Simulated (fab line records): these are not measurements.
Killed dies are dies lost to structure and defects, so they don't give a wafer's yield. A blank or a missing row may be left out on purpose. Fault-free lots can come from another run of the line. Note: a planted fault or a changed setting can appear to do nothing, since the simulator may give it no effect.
What tool caused it? -- flow berkeley_cmos170 -- Sampling: 14 lots, 42 wafers, 4 of 331 route steps

WHAT EACH GAUGE READ, for each wafer
UCB170_PVT_TW_MEAS_09.
lot,measured,on,PVT_TW
L119,day 7 05:02,film_metro-01,499 500 500
L121,day 7 13:58,film_metro-01,501 502 501
L123,day 7 23:13,film_metro-01,501 500 500
L122,day 8 00:08,film_metro-01,500 499 500
L124,day 8 11:31,film_metro-02,514 514 512
L127,day 8 11:40,film_metro-04,524 520 522
L126,day 8 12:05,film_metro-04,520 521 520
L128,day 9 11:40,film_metro-01,31 31 31
L130,day 9 11:55,film_metro-04,32 32 32
L132,day 9 12:11,film_metro-01,502 503 503
L138,day 10 06:25,film_metro-02,511 513 512
L137,day 10 06:43,film_metro-02,507 509 507
L135,day 10 07:08,film_metro-04,516 515 514
L139,day 10 07:16,film_metro-01,498 497 495

UCB170_NSD_OVL_MEAS_07.
lot,measured,on,NSD_OVL (nm)
L119,day 8 12:11,overlay-02,-2 -4 0
L121,day 9 01:55,overlay-02,-3 -3 -2
L123,day 9 02:12,overlay-02,-2 3 -4
L122,day 9 02:22,overlay-02,-1 -1 3
L124,day 10 02:55,overlay-01,-8 -8 2
L127,day 10 01:43,overlay-02,-6 -6 -3
L126,day 10 01:51,overlay-01,-4 -8 -4
L128,day 10 18:36,overlay-02,-2 -8 3
L130,day 10 18:47,overlay-01,-3 -1 -5
L132,day 10 18:19,overlay-02,-1 -5 1
L138,day 11 08:49,overlay-01,-2 -4 -6
L137,day 11 09:01,overlay-01,1 -2 -9
L135,day 11 08:27,overlay-01,-6 -11 -5
L139,day 11 08:32,overlay-02,3 9 -2

UCB170_SILICIDE_RS_MEAS_02: a four-point-probe measurement.
lot,measured,on,SILICIDE_TI_RS (ohm/sq)
L119,day 8 14:14,film_metro-04,25.6 25.8 25.7
L121,day 9 04:13,film_metro-04,25.8 25.9 25.8
L123,day 9 07:36,film_metro-01,26.0 26.1 26.2
L122,day 9 07:41,film_metro-04,25.8 25.7 25.6
L124,day 10 06:03,film_metro-04,26.5 26.1 26.0
L127,day 10 04:40,film_metro-04,25.8 25.6 25.9
L126,day 10 04:42,film_metro-01,26.4 26.5 26.6
L128,day 10 21:38,film_metro-04,25.8 25.8 25.8
L130,day 10 21:43,film_metro-01,26.5 26.5 26.0
L132,day 10 21:05,film_metro-04,26.4 26.3 25.9
L138,day 11 10:59,film_metro-01,26.2 26.1 26.4
L137,day 11 11:21,film_metro-01,25.6 26.1 25.6
L135,day 11 10:29,film_metro-02,26.9 26.7 26.6
L139,day 11 10:57,film_metro-04,26.2 26.0 25.9

EACH LOT AND THE TOOL THAT RAN IT (in order: tool; ch and the chambers of the sampled wafers; start)
lot,UCB170_PVT_DEVELOP_05
L119,"litho_track-03 ch 0, day 7 04:00"
L121,"litho_track-02 ch 0, day 7 13:00"
L123,"litho_track-01 ch 0, day 7 22:00"
L122,"litho_track-02 ch 0, day 7 23:00"
L124,"litho_track-03 ch 0, day 8 11:00"
L127,"litho_track-02 ch 0, day 8 11:00"
L126,"litho_track-03 ch 0, day 8 11:00"
L128,"litho_track-02 ch 0, day 9 11:00"
L130,"litho_track-02 ch 0, day 9 11:00"
L132,"litho_track-03 ch 0, day 9 11:00"
L138,"litho_track-01 ch 0, day 10 06:00"
L137,"litho_track-01 ch 0, day 10 06:00"
L135,"litho_track-03 ch 0, day 10 06:00"
L139,"litho_track-01 ch 0, day 10 06:00"
- UCB170_PVT_DEVELOP_05: develop time 45 s.

AS READ BY THE TOOLS THEMSELVES (means over the sampled wafers that have a number; for cases with no such wafer, the mark the record gives instead)
The record holds no such reading with a usual standard deviation.

THE ANSWER, worked out from the rows above alone
Rule: what is usual is taken from the lots themselves. Put in order of their means at a reading, lots are off if they are a third of the lots or fewer, leave a main group of 4 or more, and stand apart from it by a gap of 3 or more times the standard deviation of the main group's means; of several such gaps the widest counts. A main group whose means are all the same, to the digits that the tables above print for the reading, isn't used. Also off: a lot with no number at a reading for which 4 or more lots have one. All remaining lots with rows at the step are treated as sound. After the gauges, taken in route order, come the tools' own readings; for these a lot's mean is taken, as printed above. At the first step where some lot is off, the reading lying furthest off is the one used; lots without a number count as furthest.
Off: L128, L130, seen at UCB170_PVT_TW_MEAS_09 (PVT_TW). Mean 508 and standard deviation 8.4 in the main group.
A tool fits if, at a process step before that reading, it ran every lot that is off, and no sound lot after the first of them. Gauges at UCB170_PVT_TW_MEAS_09: tried the same way as those tools. One fits: UCB170_PVT_DEVELOP_05 on litho_track-02. Its last sound lot is L127 (day 8 11:00), its first lot that is off L128 (day 9 11:00): a fault that began between those two fits.

WHAT THE SIMULATOR PUT IN
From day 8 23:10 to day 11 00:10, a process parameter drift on litho_track-02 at UCB170_PVT_DEVELOP_05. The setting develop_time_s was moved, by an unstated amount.
Shown lots that were struck: L128, L130. This agrees with what the rule above found.
